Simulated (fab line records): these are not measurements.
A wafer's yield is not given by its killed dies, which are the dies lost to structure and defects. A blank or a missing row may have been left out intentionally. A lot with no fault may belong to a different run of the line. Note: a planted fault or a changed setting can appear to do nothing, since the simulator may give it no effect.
8D (eight disciplines) problem report, filled in by code :: flow berkeley cmos170 :: the parts of the form that need people (team, actions taken, sign-off) are left out

## 1. PROBLEM STATEMENT
Across 6 wafers from 2 lots, M1_AL_RS at UCB170_M1_RS_MEAS_01 averages 0.0553 ohm/sq, while fault-free wafers read 0.0485 ohm/sq with a standard deviation of 0.00044. Relative to the usual mean, that is a shift of +16 standard deviations.
The step: measures by four-point-probe.
Earliest sighting: wafer L603.1 on film metro-02 at day 8 15:05. The record has a number at this step for 42 wafers belonging to 14 lots. The rule behind "out" and "out of limits": a value lying over 4 standard deviations away from the usual mean. All remaining wafers that have a number are taken as sound.

## 2. WHAT IT IS AND WHAT IT IS NOT
question: which readings at this step
is: M1_AL_RS
is not: -

question: which lots
is: L603, L604
is not: L593, L594, L595, L596, L597, L598, L599, L601, L606, L611, L614, L616

question: which wafers of those lots
is: all that have a number
is not: -

question: read on which gauges
is: film metro-02, film metro-04
is not: film metro-03

question: when
is: from day 8 15:05
is not: up to then (24 sound wafers); but 12 sound wafers of L606, L611, L614, L616 came after

## 3. WHAT RULES OUT EACH SUSPECT
Counting: a tool at a process step up to the reading stays a suspect if it ran every lot that is out and no sound lot after the first of them.
- the gauge at UCB170_M1_RS_MEAS_01 has been ruled out. Those wafers that are out were read across 2 gauges (film metro-02, film metro-04).
- pvd sputter-01 at UCB170_M1_SPUTTER_00 (material Al, target thk 600 nm, time 80 s): kept. It ran every lot that is out, first L603 (day 8 15:01), and no sound lot after that; its last sound lot up to then is L598 (day 7 16:49).
Left after counting: pvd sputter-01 at UCB170_M1_SPUTTER_00.

## 4. THE CAUSE (what the simulator had put in)
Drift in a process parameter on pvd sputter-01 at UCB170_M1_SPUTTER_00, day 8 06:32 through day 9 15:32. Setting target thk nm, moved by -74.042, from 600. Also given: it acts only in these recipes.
Counting left only this tool.

## 5. SEQUENCE OF EFFECTS, ordered by route
Each row: a reading where the mean over the struck wafers with a number is more than 3 standard deviations away from the usual. Scope: only readings with a usual standard deviation given in the record; hours: median across lots of the time from each lot's start at the first step in this table that gives one to its start at this step; sigmas: change in usual standard deviations.
hours: 0
step: UCB170_M1_RS_MEAS_01
reading: M1_AL_RS
usual: 0.0485 ohm/sq
on struck wafers: 0.0553
change: +0.0068
sigmas: +16

hours: 0
step: UCB170_M1_THK_MEAS_02
reading: M1_AL_THK
usual: 597 nm
on struck wafers: 523
change: -74
sigmas: -14

hours: 2
step: UCB170_M1_METAL_ETCH_12
reading: oes product au
usual: 0.851 a.u.
on struck wafers: 0.797
change: -0.054
sigmas: -3.6
The process steps in it:
- UCB170_M1_METAL_ETCH_12: etches Al in Cl2/BCl3, stops on PSG, target depth 780 nm, time 130 s.

## 6. HOW IT WOULD HAVE BEEN CAUGHT EARLIER
Counted from the fault's start at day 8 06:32, it took 9 hours until the first out-of-limits reading at a measuring or inspecting step in this record, taken at day 8 15:05.
An alarm limit of 4 standard deviations would not have fired on the tool readings at UCB170_M1_SPUTTER_00 for which the record gives a usual standard deviation, since none of them was out on any struck wafer.
Of the lots that are out (2), L604 began UCB170_M1_SPUTTER_00 on pvd sputter-01 after day 8 15:05. A tool hold placed at that time would have kept it from harm.
